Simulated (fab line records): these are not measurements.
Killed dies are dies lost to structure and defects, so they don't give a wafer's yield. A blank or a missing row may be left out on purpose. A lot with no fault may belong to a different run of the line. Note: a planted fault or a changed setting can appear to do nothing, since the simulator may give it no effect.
fab line records + flow rit-cmos
record:
- lots: 14
- wafers: 42
- last-day: 7
route steps=202 shown SDANNEAL@156 SILICIDE@165 CONTACT@176 M1@190
lots with no fault: from the same line, run without faults
start-h: hours from the record's first day to the start of the lot's first wafer shown + wait-h: hours from the lot's prior step to this one + " unchanged from the row above + L1.1+2: several wafers, shown together as one row + - no value, or no start given + * or withheld: withheld + < > ~ a bound
route shown NAME@n: NAME is a module with steps in the file, n the number in the route of the first one + usual: mean/standard deviation taken from wafers without a fault + same: alike in all rows + chamber/n: place in a boat + sites: the reading at each site + _std_site: standard deviation of those values + _edge_site: outer sites' mean less inner sites' + radius-mm: for every site, how far away it sits from the centre of the wafer + mask NAME#n: copy n + behind: the tool/chamber that last shaped the wafer + hold: the reason the lot was held/the length of the hold in hours/how it ended + device: which transistor (n, p or np) failed to switch + end of line: the same wafers' tests at the end of the route + step lacking rows: just its recipe + killed: the dies lost at the first sort to structure and to defects; this is not the yield of the wafer + map: a wafer's dies, x killed, . not, _ none there
set.NAME: the setting that was run; set.NAME@STEP: the one run at that earlier step + model.NAME: the simulator's own value behind a step, which no gauge read
one table for each step of the route and one row for each wafer, over a sample of lots
services: when a tool's chamber went out of use (start-h, in hours from the record's first day, below 0 if earlier), for how many hours, and the reason
== steps ==
step: RIT_SDANNEAL_RTA_03
recipe:
- temp-c: 1050
- time-s: 5
- idle-temp-c: 600
- ramp-up-c-per-s: 342
- ramp-down-c-per-s: 171
- cool-to-c: 600
- ambient: N2
usual:
- wafer_temp_C_max: 1053.3/1.1
| lot.wafer | tool          | chamber | start-h | wait-h | wafer_temp_C_max |
|-----------|---------------|---------|---------|--------|------------------|
| L782.1    | rtp-anneal-02 | 0       | 52.27   | 0.0    | 1056.1           |
| L782.2    | "             | 0       | "       | "      | 1051.6           |
| L782.4    | "             | 0       | "       | "      | 1053.0           |
| L783.1    | rtp-anneal-01 | 0       | 58.59   | 0.0    | 1051.4           |
| L783.2    | "             | 0       | "       | "      | 1054.7           |
| L783.5    | "             | 0       | "       | "      | 1054.9           |
| L784.2    | rtp-anneal-01 | 0       | 62.18   | 0.0    | 1053.1           |
| L784.4    | "             | 0       | "       | "      | 1053.4           |
| L784.6    | "             | 0       | "       | "      | 1052.7           |
| L785.1    | rtp-anneal-02 | 0       | 70.86   | 0.0    | 1052.0           |
| L785.3    | "             | 0       | "       | "      | 1053.7           |
| L785.6    | "             | 0       | "       | "      | 1054.2           |
| L786.1    | rtp-anneal-01 | 0       | 75.52   | 0.0    | 1054.6           |
| L786.4    | "             | 0       | "       | "      | 1052.4           |
| L786.6    | "             | 0       | "       | "      | 1053.5           |
| L787.1    | rtp-anneal-02 | 0       | 79.39   | 0.0    | 1052.3           |
| L787.2    | "             | 0       | "       | "      | 1051.5           |
| L787.4    | "             | 0       | "       | "      | 1053.0           |
| L788.1    | rtp-anneal-01 | 0       | 85.91   | 0.0    | 1051.5           |
| L788.3    | "             | 0       | "       | "      | 1051.9           |
| L788.5    | "             | 0       | "       | "      | 1054.0           |
| L791.3    | rtp-anneal-02 | 0       | 100.32  | 0.0    | 1052.2           |
| L791.4    | "             | 0       | "       | "      | 1051.9           |
| L791.5    | "             | 0       | "       | "      | 1054.0           |
| L792.1    | rtp-anneal-01 | 0       | 104.84  | 0.0    | 1051.8           |
| L792.2    | "             | 0       | "       | "      | 1054.0           |
| L792.5    | "             | 0       | "       | "      | 1053.7           |
| L793.1    | rtp-anneal-02 | 0       | 107.65  | 0.0    | 1053.8           |
| L793.3    | "             | 0       | "       | "      | 1053.7           |
| L793.6    | "             | 0       | "       | "      | 1054.1           |
| L795.1    | rtp-anneal-02 | 0       | 116.01  | 0.0    | 1052.5           |
| L795.2    | "             | 0       | "       | "      | 1055.5           |
| L795.6    | "             | 0       | "       | "      | 1053.6           |
| L797.3    | rtp-anneal-02 | 0       | 127.53  | 0.0    | 1053.4           |
| L797.4    | "             | 0       | "       | "      | 1053.9           |
| L797.5    | "             | 0       | "       | "      | 1053.6           |
| L800.1    | rtp-anneal-01 | 0       | 144.24  | 0.0    | 1053.2           |
| L800.2    | "             | 0       | "       | "      | 1052.3           |
| L800.6    | "             | 0       | "       | "      | 1053.8           |
| L802.1    | rtp-anneal-01 | 0       | 151.17  | 0.0    | 1052.1           |
| L802.3    | "             | 0       | "       | "      | 1053.3           |
| L802.6    | "             | 0       | "       | "      | 1055.4           |
step: RIT_SILICIDE_RTA_04
recipe:
- temp-c: 650
- time-s: 10
- idle-temp-c: 25
- ramp-up-s: 5
- ramp-down-s: 5
- cool-to-c: 25
- ambient: N2
usual:
- wafer_temp_C_max: 651.9/0.49
| lot.wafer | tool          | chamber | start-h | wait-h | wafer_temp_C_max |
|-----------|---------------|---------|---------|--------|------------------|
| L782.1    | rtp-anneal-01 | 0       | 53.15   | 0.1    | 651.4            |
| L782.2    | "             | 0       | "       | "      | 650.6            |
| L782.4    | "             | 0       | "       | "      | 651.7            |
| L783.1    | rtp-anneal-02 | 0       | 59.47   | 0.1    | 653.6            |
| L783.2    | "             | 0       | "       | "      | 652.0            |
| L783.5    | "             | 0       | "       | "      | 652.4            |
| L784.2    | rtp-anneal-01 | 0       | 63.06   | 0.1    | 651.5            |
| L784.4    | "             | 0       | "       | "      | 652.5            |
| L784.6    | "             | 0       | "       | "      | 652.3            |
| L785.1    | rtp-anneal-01 | 0       | 71.74   | 0.1    | 651.1            |
| L785.3    | "             | 0       | "       | "      | 651.8            |
| L785.6    | "             | 0       | "       | "      | 651.5            |
| L786.1    | rtp-anneal-02 | 0       | 76.40   | 0.1    | 652.0            |
| L786.4    | "             | 0       | "       | "      | 652.4            |
| L786.6    | "             | 0       | "       | "      | 652.0            |
| L787.1    | rtp-anneal-01 | 0       | 80.27   | 0.1    | 651.7            |
| L787.2    | "             | 0       | "       | "      | 652.3            |
| L787.4    | "             | 0       | "       | "      | 651.6            |
| L788.1    | rtp-anneal-02 | 0       | 86.79   | 0.1    | 652.4            |
| L788.3    | "             | 0       | "       | "      | 652.5            |
| L788.5    | "             | 0       | "       | "      | 652.1            |
| L791.3    | rtp-anneal-01 | 0       | 101.21  | 0.1    | 651.7            |
| L791.4    | "             | 0       | "       | "      | 652.0            |
| L791.5    | "             | 0       | "       | "      | 651.7            |
| L792.1    | rtp-anneal-02 | 0       | 105.72  | 0.1    | 652.0            |
| L792.2    | "             | 0       | "       | "      | 651.7            |
| L792.5    | "             | 0       | "       | "      | 652.0            |
| L793.1    | rtp-anneal-01 | 0       | 108.53  | 0.1    | 651.3            |
| L793.3    | "             | 0       | "       | "      | 651.1            |
| L793.6    | "             | 0       | "       | "      | 651.5            |
| L795.1    | rtp-anneal-01 | 0       | 116.89  | 0.1    | 651.6            |
| L795.2    | "             | 0       | "       | "      | 651.3            |
| L795.6    | "             | 0       | "       | "      | 651.7            |
| L797.3    | rtp-anneal-01 | 0       | 128.42  | 0.1    | 652.3            |
| L797.4    | "             | 0       | "       | "      | 653.3            |
| L797.5    | "             | 0       | "       | "      | 651.6            |
| L800.1    | rtp-anneal-02 | 0       | 145.14  | 0.1    | 652.3            |
| L800.2    | "             | 0       | "       | "      | 651.3            |
| L800.6    | "             | 0       | "       | "      | 651.8            |
| L802.1    | rtp-anneal-02 | 0       | 152.05  | 0.1    | 652.5            |
| L802.3    | "             | 0       | "       | "      | 651.7            |
| L802.6    | "             | 0       | "       | "      | 651.9            |
step: RIT_CONTACT_CD_MEAS_08
recipe:
- target-cd-nm: 1000
usual:
- cd-nm: 999.8/2.3
| lot.wafer | tool      | chamber | start-h | wait-h | cd-nm  |
|-----------|-----------|---------|---------|--------|--------|
| L782.1    | cd-sem-02 | -       | 54.74   | -      | 999.8  |
| L782.2    | "         | -       | "       | "      | 1000.2 |
| L782.4    | "         | -       | "       | "      | 1000.4 |
| L783.1    | cd-sem-01 | -       | 60.72   | -      | 1000.0 |
| L783.2    | "         | -       | "       | "      | 1000.1 |
| L783.5    | "         | -       | "       | "      | 999.9  |
| L784.2    | cd-sem-01 | -       | 64.33   | -      | 1004.1 |
| L784.4    | "         | -       | "       | "      | 1003.9 |
| L784.6    | "         | -       | "       | "      | 1004.0 |
| L785.1    | cd-sem-01 | -       | 72.99   | -      | 1000.6 |
| L785.3    | "         | -       | "       | "      | 999.9  |
| L785.6    | "         | -       | "       | "      | 998.8  |
| L786.1    | cd-sem-01 | -       | 77.66   | -      | 997.6  |
| L786.4    | "         | -       | "       | "      | 997.9  |
| L786.6    | "         | -       | "       | "      | 999.3  |
| L787.1    | cd-sem-01 | -       | 81.52   | -      | 1004.6 |
| L787.2    | "         | -       | "       | "      | 1006.2 |
| L787.4    | "         | -       | "       | "      | 1003.9 |
| L788.1    | cd-sem-01 | -       | 88.27   | -      | 997.4  |
| L788.3    | "         | -       | "       | "      | 999.8  |
| L788.5    | "         | -       | "       | "      | 999.0  |
| L791.3    | cd-sem-01 | -       | 102.87  | -      | 1001.7 |
| L791.4    | "         | -       | "       | "      | 1002.4 |
| L791.5    | "         | -       | "       | "      | 1001.0 |
| L792.1    | cd-sem-01 | -       | 106.97  | -      | 997.9  |
| L792.2    | "         | -       | "       | "      | 999.0  |
| L792.5    | "         | -       | "       | "      | 998.3  |
| L793.1    | cd-sem-02 | -       | 109.95  | -      | 1004.3 |
| L793.3    | "         | -       | "       | "      | 1002.1 |
| L793.6    | "         | -       | "       | "      | 1002.0 |
| L795.1    | cd-sem-01 | -       | 118.15  | -      | 997.3  |
| L795.2    | "         | -       | "       | "      | 995.8  |
| L795.6    | "         | -       | "       | "      | 997.6  |
| L797.3    | cd-sem-02 | -       | 129.81  | -      | 1000.9 |
| L797.4    | "         | -       | "       | "      | 1003.4 |
| L797.5    | "         | -       | "       | "      | 1001.6 |
| L800.1    | cd-sem-02 | -       | 146.39  | -      | 995.3  |
| L800.2    | "         | -       | "       | "      | 999.0  |
| L800.6    | "         | -       | "       | "      | 997.5  |
| L802.1    | cd-sem-01 | -       | 153.31  | -      | 999.1  |
| L802.3    | "         | -       | "       | "      | 999.2  |
| L802.6    | "         | -       | "       | "      | 998.0  |
step: RIT_M1_EXPOSE_06
recipe:
- mask-id: M12
- na: 0.6
- source-shape: conventional
- sigma-outer: 0.5
- target-cd-nm: 2600
- dose-mj: 250
| lot.wafer  | tool             | chamber | start-h | wait-h | mask  |
|------------|------------------|---------|---------|--------|-------|
| L782.1+2+4 | iline-stepper-01 | 0       | 57.02   | 0.2    | M12#0 |
| L783.1+2+5 | iline-stepper-01 | 0       | 62.81   | 0.1    | M12#0 |
| L784.2+4+6 | iline-stepper-01 | 0       | 66.43   | 0.1    | M12#0 |
| L785.1+3+6 | iline-stepper-01 | 0       | 75.17   | 0.1    | M12#0 |
| L786.1+4+6 | iline-stepper-02 | 0       | 79.97   | 0.2    | M12#0 |
| L787.1+2+4 | iline-stepper-02 | 0       | 83.59   | 0.1    | M12#0 |
| L788.1+3+5 | iline-stepper-02 | 0       | 90.34   | 0.1    | M12#0 |
| L791.3+4+5 | iline-stepper-01 | 0       | 105.30  | 0.2    | M12#0 |
| L792.1+2+5 | iline-stepper-01 | 0       | 109.06  | 0.1    | M12#0 |
| L793.1+3+6 | iline-stepper-02 | 0       | 112.16  | 0.2    | M12#0 |
| L795.1+2+6 | iline-stepper-01 | 0       | 120.39  | 0.2    | M12#0 |
| L797.3+4+5 | iline-stepper-01 | 0       | 132.01  | 0.2    | M12#0 |
| L800.1+2+6 | iline-stepper-02 | 0       | 148.79  | 0.2    | M12#0 |
| L802.1+3+6 | iline-stepper-02 | 0       | 155.39  | 0.1    | M12#0 |
step: RIT_M1_OVL_MEAS_10
usual:
- M1_OVL: -0.7/1.6
| lot.wafer | tool       | chamber | start-h | wait-h | M1_OVL[nm] |
|-----------|------------|---------|---------|--------|------------|
| L782.1    | overlay-02 | -       | 57.57   | 0.1    | -1.1       |
| L782.2    | "          | -       | "       | "      | -0.1       |
| L782.4    | "          | -       | "       | "      | 0.2        |
| L783.1    | overlay-01 | -       | 63.36   | 0.1    | -0.4       |
| L783.2    | "          | -       | "       | "      | -2.8       |
| L783.5    | "          | -       | "       | "      | 0.0        |
| L784.2    | overlay-01 | -       | 66.96   | 0.1    | 0.6        |
| L784.4    | "          | -       | "       | "      | -0.3       |
| L784.6    | "          | -       | "       | "      | 0.8        |
| L785.1    | overlay-02 | -       | 75.72   | 0.1    | -0.3       |
| L785.3    | "          | -       | "       | "      | -0.6       |
| L785.6    | "          | -       | "       | "      | 0.1        |
| L786.1    | overlay-01 | -       | 80.52   | 0.1    | -2.5       |
| L786.4    | "          | -       | "       | "      | -1.3       |
| L786.6    | "          | -       | "       | "      | 0.3        |
| L787.1    | overlay-01 | -       | 84.14   | 0.1    | -1.6       |
| L787.2    | "          | -       | "       | "      | -1.8       |
| L787.4    | "          | -       | "       | "      | -1.8       |
| L788.1    | overlay-02 | -       | 90.89   | 0.1    | -3.2       |
| L788.3    | "          | -       | "       | "      | -2.5       |
| L788.5    | "          | -       | "       | "      | -1.8       |
| L791.3    | overlay-02 | -       | 105.83  | 0.1    | -1.9       |
| L791.4    | "          | -       | "       | "      | -1.4       |
| L791.5    | "          | -       | "       | "      | -3.8       |
| L792.1    | overlay-02 | -       | 109.74  | 0.1    | -0.7       |
| L792.2    | "          | -       | "       | "      | -1.7       |
| L792.5    | "          | -       | "       | "      | -1.1       |
| L793.1    | overlay-02 | -       | 112.71  | 0.1    | -1.8       |
| L793.3    | "          | -       | "       | "      | -2.9       |
| L793.6    | "          | -       | "       | "      | -1.4       |
| L795.1    | overlay-02 | -       | 120.94  | 0.1    | 357.9      |
| L795.2    | "          | -       | "       | "      | 358.6      |
| L795.6    | "          | -       | "       | "      | 359.3      |
| L797.3    | overlay-02 | -       | 132.53  | 0.1    | 357.2      |
| L797.4    | "          | -       | "       | "      | 356.1      |
| L797.5    | "          | -       | "       | "      | 358.9      |
| L800.1    | overlay-01 | -       | 149.34  | 0.1    | 1.8        |
| L800.2    | "          | -       | "       | "      | 1.3        |
| L800.6    | "          | -       | "       | "      | 1.9        |
| L802.1    | overlay-02 | -       | 155.94  | 0.1    | -1.7       |
| L802.3    | "          | -       | "       | "      | -3.2       |
| L802.6    | "          | -       | "       | "      | -2.5       |
step: RIT_M1_PROBE_99
usual:
- defect-limited-yield: 97.4/1.1
- killed_at_M0_to_M3: 0.0/0.083
- killed-at-contacts: 0.1/0.35
- killed-at-front-end: 6.9/2.8
- killed-dies: 7.0/2.8
- killed-open: 3.4/2
- killed-short: 3.5/2.1
same:
- gross-dies: 264
- killed_at_M4_up: 0
- killed-at-back-side: 0
- killed-at-other: 0
| lot.wafer | tool      | chamber | start-h | wait-h | defect-limited-yield[%] | killed_at_M0_to_M3 | killed-at-contacts | killed-at-front-end | killed-dies | killed-open | killed-short |
|-----------|-----------|---------|---------|--------|-------------------------|--------------------|--------------------|---------------------|-------------|-------------|--------------|
| L782.1    | prober-01 | -       | 60.12   | 0.1    | 98.5                    | 0                  | 1                  | 3                   | 4           | 2           | 2            |
| L782.2    | prober-01 | -       | 60.17   | 0.1    | 96.2                    | 0                  | 0                  | 10                  | 10          | 5           | 5            |
| L782.4    | prober-01 | -       | 60.27   | 0.2    | 98.5                    | 0                  | 0                  | 4                   | 4           | 1           | 3            |
| L783.1    | prober-02 | -       | 65.90   | 0.1    | 95.1                    | 0                  | 0                  | 13                  | 13          | 4           | 9            |
| L783.2    | prober-02 | -       | 65.95   | 0.1    | 98.1                    | 0                  | 0                  | 5                   | 5           | 0           | 5            |
| L783.5    | prober-02 | -       | 66.10   | 0.2    | 95.1                    | 0                  | 0                  | 13                  | 13          | 6           | 7            |
| L784.2    | prober-01 | -       | 69.72   | 0.1    | 96.2                    | 0                  | 0                  | 10                  | 10          | 4           | 6            |
| L784.4    | prober-01 | -       | 69.82   | 0.2    | 98.1                    | 0                  | 0                  | 5                   | 5           | 5           | 0            |
| L784.6    | prober-01 | -       | 69.92   | 0.2    | 98.1                    | 0                  | 0                  | 5                   | 5           | 2           | 3            |
| L785.1    | prober-02 | -       | 78.25   | 0.1    | 98.5                    | 0                  | 0                  | 4                   | 4           | 3           | 1            |
| L785.3    | prober-02 | -       | 78.35   | 0.2    | 97.0                    | 0                  | 0                  | 8                   | 8           | 7           | 1            |
| L785.6    | prober-02 | -       | 78.50   | 0.2    | 97.3                    | 0                  | 0                  | 7                   | 7           | 4           | 3            |
| L786.1    | prober-01 | -       | 83.06   | 0.1    | 97.3                    | 0                  | 0                  | 7                   | 7           | 0           | 7            |
| L786.4    | prober-01 | -       | 83.21   | 0.2    | 96.6                    | 0                  | 0                  | 9                   | 9           | 4           | 5            |
| L786.6    | prober-01 | -       | 83.31   | 0.2    | 97.3                    | 0                  | 0                  | 7                   | 7           | 5           | 2            |
| L787.1    | prober-02 | -       | 86.86   | 0.1    | 97.0                    | 0                  | 0                  | 8                   | 8           | 3           | 5            |
| L787.2    | prober-02 | -       | 86.91   | 0.1    | 100.0                   | 0                  | 0                  | 0                   | 0           | 0           | 0            |
| L787.4    | prober-02 | -       | 87.01   | 0.2    | 97.3                    | 0                  | 0                  | 7                   | 7           | 4           | 3            |
| L788.1    | prober-01 | -       | 93.43   | 0.1    | 97.7                    | 0                  | 0                  | 6                   | 6           | 1           | 5            |
| L788.3    | prober-01 | -       | 93.53   | 0.2    | 98.1                    | 0                  | 0                  | 5                   | 5           | 1           | 4            |
| L788.5    | prober-01 | -       | 93.63   | 0.2    | 95.8                    | 0                  | 1                  | 10                  | 11          | 4           | 7            |
| L791.3    | prober-02 | -       | 108.45  | 0.2    | 97.7                    | 0                  | 0                  | 6                   | 6           | 3           | 3            |
| L791.4    | prober-02 | -       | 108.50  | 0.2    | 98.9                    | 0                  | 0                  | 3                   | 3           | 2           | 1            |
| L791.5    | prober-02 | -       | 108.55  | 0.2    | 97.0                    | 0                  | 0                  | 8                   | 8           | 4           | 4            |
| L792.1    | prober-01 | -       | 112.28  | 0.1    | 97.3                    | 0                  | 0                  | 7                   | 7           | 5           | 2            |
| L792.2    | prober-01 | -       | 112.33  | 0.1    | 95.5                    | 0                  | 0                  | 12                  | 12          | 8           | 4            |
| L792.5    | prober-01 | -       | 112.48  | 0.2    | 97.3                    | 0                  | 0                  | 7                   | 7           | 3           | 4            |
| L793.1    | prober-02 | -       | 115.24  | 0.1    | 97.7                    | 0                  | 0                  | 6                   | 6           | 3           | 3            |
| L793.3    | prober-02 | -       | 115.34  | 0.2    | 98.5                    | 0                  | 0                  | 4                   | 4           | 3           | 1            |
| L793.6    | prober-02 | -       | 115.49  | 0.2    | 98.5                    | 0                  | 0                  | 4                   | 4           | 1           | 3            |
| L795.1    | prober-02 | -       | 123.48  | 0.1    | 98.9                    | 1                  | 0                  | 2                   | 3           | 1           | 2            |
| L795.2    | prober-02 | -       | 123.53  | 0.1    | 98.5                    | 0                  | 0                  | 4                   | 4           | 2           | 2            |
| L795.6    | prober-02 | -       | 123.73  | 0.2    | 97.7                    | 0                  | 0                  | 6                   | 6           | 2           | 4            |
| L797.3    | prober-02 | -       | 135.16  | 0.2    | 98.1                    | 0                  | 0                  | 5                   | 5           | 1           | 4            |
| L797.4    | prober-02 | -       | 135.21  | 0.2    | 97.7                    | 0                  | 0                  | 6                   | 6           | 4           | 2            |
| L797.5    | prober-02 | -       | 135.26  | 0.2    | 97.7                    | 0                  | 0                  | 6                   | 6           | 3           | 3            |
| L800.1    | prober-01 | -       | 151.92  | 0.1    | 96.6                    | 0                  | 1                  | 8                   | 9           | 2           | 6            |
| L800.2    | prober-01 | -       | 151.97  | 0.1    | 96.6                    | 0                  | 2                  | 7                   | 9           | 3           | 5            |
| L800.6    | prober-01 | -       | 152.17  | 0.2    | 97.3                    | 0                  | 0                  | 7                   | 7           | 4           | 3            |
| L802.1    | prober-02 | -       | 158.48  | 0.1    | 98.1                    | 0                  | 0                  | 5                   | 5           | 1           | 4            |
| L802.3    | prober-02 | -       | 158.58  | 0.2    | 97.3                    | 0                  | 0                  | 7                   | 7           | 2           | 5            |
| L802.6    | prober-02 | -       | 158.73  | 0.2    | 96.6                    | 0                  | 0                  | 9                   | 9           | 4           | 5            |
killed by level:class
L782.1 GATE:geometric-particle:open=2 GATE:geometric-particle:short=1 CONTACT:geometric-particle:short=1
L782.2 GATE:geometric-particle:short=3 SPACER:geometric-particle:open=3 GATE:geometric-particle:open=2 SPACER:geometric-particle:short=2
L782.4 GATE:geometric-particle:short=2 GATE:geometric-particle:open=1 SPACER:geometric-particle:short=1
L783.1 GATE:geometric-particle:short=4 GATE:geometric-particle:open=3 SPACER:geometric-particle:short=3 FOX1:geometric-particle:short=1 REOX:geometric-particle:short=1 SPACER:geometric-particle:open=1
L783.2 GATE:geometric-particle:short=2 SILICIDE:geometric-particle:short=2 FOX1:geometric-particle:short=1
L783.5 FOX1:geometric-particle:short=3 FOX1:geometric-particle:open=3 GATE:geometric-particle:open=2 GATE:geometric-particle:short=2 SPACER:geometric-particle:short=2 SPACER:geometric-particle:open=1
L784.2 FOX1:geometric-particle:short=4 FOX1:geometric-particle:open=4 GATE:geometric-particle:short=1 SILICIDE:geometric-particle:short=1
L784.4 FOX1:geometric-particle:open=4 GATE:geometric-particle:open=1
L784.6 GATE:geometric-particle:short=2 FOX1:geometric-particle:open=1 FOX2:geometric-particle:open=1 REOX:geometric-particle:short=1
L785.1 GATE:geometric-particle:open=2 GATE:geometric-particle:short=1 REOX:geometric-particle:open=1
L785.3 GATE:geometric-particle:open=4 FOX2:geometric-particle:open=1 REOX:geometric-particle:open=1 REOX:geometric-particle:short=1 SPACER:geometric-particle:open=1
L785.6 REOX:geometric-particle:open=3 FOX1:geometric-particle:short=1 FOX2:geometric-particle:short=1 GATE:geometric-particle:open=1 SILICIDE:geometric-particle:short=1
L786.1 FOX1:geometric-particle:short=2 GATE:geometric-particle:short=2 FOX2:geometric-particle:short=1 REOX:geometric-particle:short=1 SILICIDE:geometric-particle:short=1
L786.4 GATE:geometric-particle:short=3 REOX:geometric-particle:open=2 FOX1:geometric-particle:short=1 FOX1:geometric-particle:open=1 GATE:geometric-particle:open=1 REOX:geometric-particle:short=1
L786.6 FOX2:geometric-particle:open=2 GATE:geometric-particle:short=2 SILICIDE:geometric-particle:open=2 REOX:geometric-particle:open=1
L787.1 GATE:geometric-particle:short=5 GATE:geometric-particle:open=2 FOX1:geometric-particle:open=1
L787.4 GATE:geometric-particle:open=2 SPACER:geometric-particle:short=2 FOX1:geometric-particle:open=1 GATE:geometric-particle:short=1 SPACER:geometric-particle:open=1
L788.1 SPACER:geometric-particle:short=3 REOX:geometric-particle:short=1 FOX2:geometric-particle:short=1 GATE:geometric-particle:open=1
L788.3 GATE:geometric-particle:short=3 GATE:geometric-particle:open=1 SPACER:geometric-particle:short=1
L788.5 GATE:geometric-particle:short=2 GATE:geometric-particle:open=2 SPACER:geometric-particle:short=2 SILICIDE:geometric-particle:short=2 SPACER:geometric-particle:open=1 SILICIDE:geometric-particle:open=1 CONTACT:geometric-particle:short=1
L791.3 GATE:geometric-particle:short=3 GATE:geometric-particle:open=1 REOX:geometric-particle:open=1 SPACER:geometric-particle:open=1
L791.4 GATE:geometric-particle:open=1 GATE:geometric-particle:short=1 SPACER:geometric-particle:open=1
L791.5 REOX:geometric-particle:open=3 GATE:geometric-particle:short=2 GATE:geometric-particle:open=1 REOX:geometric-particle:short=1 SPACER:geometric-particle:short=1
L792.1 GATE:geometric-particle:open=3 GATE:geometric-particle:short=2 FOX2:geometric-particle:open=1 SPACER:geometric-particle:open=1
L792.2 REOX:geometric-particle:open=3 FOX2:geometric-particle:open=2 GATE:geometric-particle:short=2 ACTIVE:geometric-particle:open=1 GATE:geometric-particle:open=1 SPACER:geometric-particle:short=1 SILICIDE:geometric-particle:open=1 SILICIDE:geometric-particle:short=1
L792.5 GATE:geometric-particle:open=1 GATE:geometric-particle:short=1 REOX:geometric-particle:short=1 SPACER:geometric-particle:short=1 SPACER:geometric-particle:open=1 SILICIDE:geometric-particle:open=1 SILICIDE:geometric-particle:short=1
L793.1 GATE:geometric-particle:open=2 GATE:geometric-particle:short=1 REOX:geometric-particle:short=1 REOX:geometric-particle:open=1 SPACER:geometric-particle:short=1
L793.3 FOX1:geometric-particle:short=1 FOX2:geometric-particle:open=1 SPACER:geometric-particle:open=1 SILICIDE:geometric-particle:open=1
L793.6 SILICIDE:geometric-particle:short=2 FOX1:geometric-particle:short=1 SILICIDE:geometric-particle:open=1
L795.1 FOX2:geometric-particle:short=1 GATE:geometric-particle:open=1 M1:geometric-particle:short=1
L795.2 FOX1:geometric-particle:short=1 GATE:geometric-particle:open=1 REOX:geometric-particle:open=1 REOX:geometric-particle:short=1
L795.6 FOX1:geometric-particle:short=1 FOX2:geometric-particle:short=1 GATE:geometric-particle:short=1 GATE:geometric-particle:open=1 REOX:geometric-particle:open=1 REOX:geometric-particle:short=1
L797.3 GATE:geometric-particle:short=4 SILICIDE:geometric-particle:open=1
L797.4 GATE:geometric-particle:open=2 FOX1:geometric-particle:short=1 GATE:geometric-particle:short=1 REOX:geometric-particle:open=1 SPACER:geometric-particle:open=1
L797.5 GATE:geometric-particle:open=2 FOX1:geometric-particle:short=1 GATE:geometric-particle:short=1 REOX:geometric-particle:open=1 SPACER:geometric-particle:short=1
L800.1 SPACER:geometric-particle:short=3 GATE:geometric-particle:short=2 FOX2:geometric-particle:short=1 GATE:geometric-particle:open=1 SILICIDE:geometric-particle:open=1 CONTACT:coat-microbubble-printed=1
L800.2 GATE:geometric-particle:short=3 GATE:geometric-particle:open=1 REOX:geometric-particle:open=1 SILICIDE:geometric-particle:open=1 SILICIDE:geometric-particle:short=1 CONTACT:geometric-particle:short=1 CONTACT:coat-microbubble-printed=1
L800.6 GATE:geometric-particle:open=2 GATE:geometric-particle:short=2 FOX2:geometric-particle:open=1 SPACER:geometric-particle:open=1 SPACER:geometric-particle:short=1
L802.1 SPACER:geometric-particle:short=2 FOX1:geometric-particle:short=1 SILICIDE:geometric-particle:short=1 SILICIDE:geometric-particle:open=1
L802.3 GATE:geometric-particle:open=2 GATE:geometric-particle:short=2 FOX1:geometric-particle:short=1 SPACER:geometric-particle:short=1 SILICIDE:geometric-particle:short=1
L802.6 GATE:geometric-particle:open=2 GATE:geometric-particle:short=2 SILICIDE:geometric-particle:open=2 FOX1:geometric-particle:short=1 SPACER:geometric-particle:short=1 SILICIDE:geometric-particle:short=1
== services ==
| tool             | chamber | start-h | hours | kind        |
|------------------|---------|---------|-------|-------------|
| iline-stepper-01 | 0       | 42.99   | -     | calibration |
| iline-stepper-01 | -       | 50.30   | 4.4   | pm          |
| rtp-anneal-02    | -       | 61.47   | 5.5   | pm          |
| iline-stepper-02 | 0       | 71.85   | -     | calibration |
| rtp-anneal-01    | -       | 112.33  | 4.4   | pm          |
== key ==
first-sign:
- step: RIT_M1_OVL_MEAS_10
- reading: M1_OVL
- direction: up
- sigmas: 99+
- usual: -0.7
- struck: 358.0
effect none on later readings
met-at RIT_M1_EXPOSE_06
struck-lots L795,L797
not-acting-at RIT_SDANNEAL_RTA_03,RIT_SILICIDE_RTA_04,RIT_CONTACT_CD_MEAS_08
onset-between 109.06 120.39
fault:
- kind: scanner-matching-overlay
- tool: iline-stepper-01
- chamber: -
- onset-h: 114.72
- steps: RIT_M1_EXPOSE_06
- offset: 360
